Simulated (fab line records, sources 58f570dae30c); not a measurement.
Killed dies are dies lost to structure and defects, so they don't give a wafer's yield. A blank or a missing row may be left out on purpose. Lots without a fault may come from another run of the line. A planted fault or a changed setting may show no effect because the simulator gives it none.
Split-lot experiment | flow berkeley_cmos170 | 5 lots, 23 wafers read, on a route of 331 steps

THE SPLIT
At UCB170_V2_CMP_02 (polishes SiO2), the setting leave_above_ref_nm was moved away from the recipe's 1000 nm on 10 of the 23 wafers read, by -7.2% to +5.2%. The other wafers ran this setting at the recipe's value.

FROM THE SPLIT TO THE READING: what the file shows between them, 1 step
- UCB170_V2_THK_MEAS_04

THE READING
oes_product_au, in a.u., at UCB170_V2_ETCH_14 (etches SiO2 in CHF3/CF4/Ar, stops on Al, target depth 1250 nm, time 291 s). Fault-free wafers of this fab line usually give 0.875 a.u., standard deviation 0.0082 a.u..

wafer  | tool, chamber at the split | leave_above_ref_nm as run, nm | against the recipe | oes_product_au, a.u. | against lot-mates on the recipe
L074.1 | cmp-01, 1                  | 942.1                         | -5.8%              | 0.843                | -0.038
L074.2 | cmp-01, 2                  | 1000                          | recipe             | 0.883                | -
L074.3 | cmp-01, 3                  | 942.1                         | -5.8%              | 0.833                | -0.048
L074.4 | cmp-01, 0                  | 1000                          | recipe             | 0.879                | -
L074.5 | cmp-01, 0                  | 942.1                         | -5.8%              | 0.851                | -0.030
L076.1 | cmp-02, 1                  | 1052                          | +5.2%              | 0.895                | +0.015
L076.2 | cmp-02, 2,0                | 1000                          | recipe             | 0.875                | -
L076.3 | cmp-02, 2,0                | 1000                          | recipe             | 0.883                | -
L076.4 | cmp-02, 3                  | 1000                          | recipe             | 0.882                | -
L076.5 | cmp-02, 2                  | 1052                          | +5.2%              | 0.882                | +0.002
L083.2 | cmp-01, 2                  | 1000                          | recipe             | 0.876                | -
L083.3 | cmp-01, 3                  | 1000                          | recipe             | 0.874                | -
L083.4 | cmp-01, 1                  | 1050                          | +5.0%              | 0.895                | +0.018
L083.5 | cmp-01, 2                  | 1000                          | recipe             | 0.880                | -
L083.6 | cmp-01, 3                  | 1050                          | +5.0%              | 0.900                | +0.023
L082.1 | cmp-02, 0                  | 928.5                         | -7.2%              | 0.838                | -0.035
L082.2 | cmp-02, 1                  | 928.5                         | -7.2%              | 0.844                | -0.029
L082.3 | cmp-02, 3                  | 928.5                         | -7.2%              | 0.834                | -0.039
L082.4 | cmp-02, 2                  | 1000                          | recipe             | 0.867                | -
L082.5 | cmp-02, 2                  | 1000                          | recipe             | 0.879                | -
L084.1 | cmp-02, 0                  | 1000                          | recipe             | 0.869                | -
L084.4 | cmp-02, 3                  | 1000                          | recipe             | 0.877                | -
L084.5 | cmp-02, 0                  | 1000                          | recipe             | 0.882                | -
Where a row lists several chambers, the file gives one row for several wafers and doesn't say which wafer went through which chamber.

THE FIT
A straight line over all 23 wafers: oes_product_au changes by +0.00475 a.u. for each +1% of leave_above_ref_nm; r = +0.94; the points scatter about the line by 0.007 a.u..
The same after taking each lot's own level away (the mean of its wafers on the recipe; 23 wafers): +0.00459 a.u. for each +1%; r = +0.93; scatter 0.0076 a.u..
On that fit, the largest move of leave_above_ref_nm shifts the reading by 0.033 a.u..
The lots' own levels span 0.8730 to 0.8810 a.u., that is 1.0 times the standard deviation above.
So the lot-to-lot level changes the slope little: the two slopes agree.
Check: with one of the wafers moved furthest among these (-7.2%) left out of the fit, the line predicts -0.0363 a.u. for it against its lot-mates. It came out at -0.035 a.u. against them.

OTHER SPLITS ON THESE WAFERS
These wafers also went through other splits before the reading. Each is held against what the fit with the lots' levels taken away leaves over:
other split on the same wafers       | wafers away from the commonest value | r with oes_product_au (lot level and that fit taken away)
UCB170_CONTACT_COAT_10 resist_thk_nm | 9                                    | +0.28
UCB170_M1_SPUTTER_00 power_w         | 9                                    | -0.28
UCB170_M2_COAT_10 spin_rpm           | 12                                   | +0.30
UCB170_M2_METAL_ETCH_18 time_s       | 5                                    | -0.17

THE WHOLE CHAIN: every reading that the file lists as answering this split, in the file's order
step                  | what it does                                                              | reading                                                                   | change (the file's fit)                   | r (the file's)
UCB170_V2_CMP_02      | polishes SiO2                                                             | SiO2_of_V2_CVD_00.thk_nm (the simulator's own value, which no gauge read) | +10 nm for each +1% of the setting        | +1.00
UCB170_V2_THK_MEAS_04 |                                                                           | V2_POLISHED_THK                                                           | +10 for each +1% of the setting           | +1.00
UCB170_V2_ETCH_14     | etches SiO2 in CHF3/CF4/Ar, stops on Al, target depth 1250 nm, time 291 s | oes_product_au                                                            | +0.00452 a.u. for each +1% of the setting | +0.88
UCB170_V2_ETCH_14     | etches SiO2 in CHF3/CF4/Ar, stops on Al, target depth 1250 nm, time 291 s | V2.feature_depth_nm (the simulator's own value, which no gauge read)      | +10 nm for each +1% of the setting        | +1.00
UCB170_V2_ETCH_14     | etches SiO2 in CHF3/CF4/Ar, stops on Al, target depth 1250 nm, time 291 s | etch.depth_nm (the simulator's own value, which no gauge read)            | +10.1 nm for each +1% of the setting      | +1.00

THE FILE'S OWN FIT
oes_product_au changes by +0.00452 a.u. for each +1% of leave_above_ref_nm, r = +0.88.
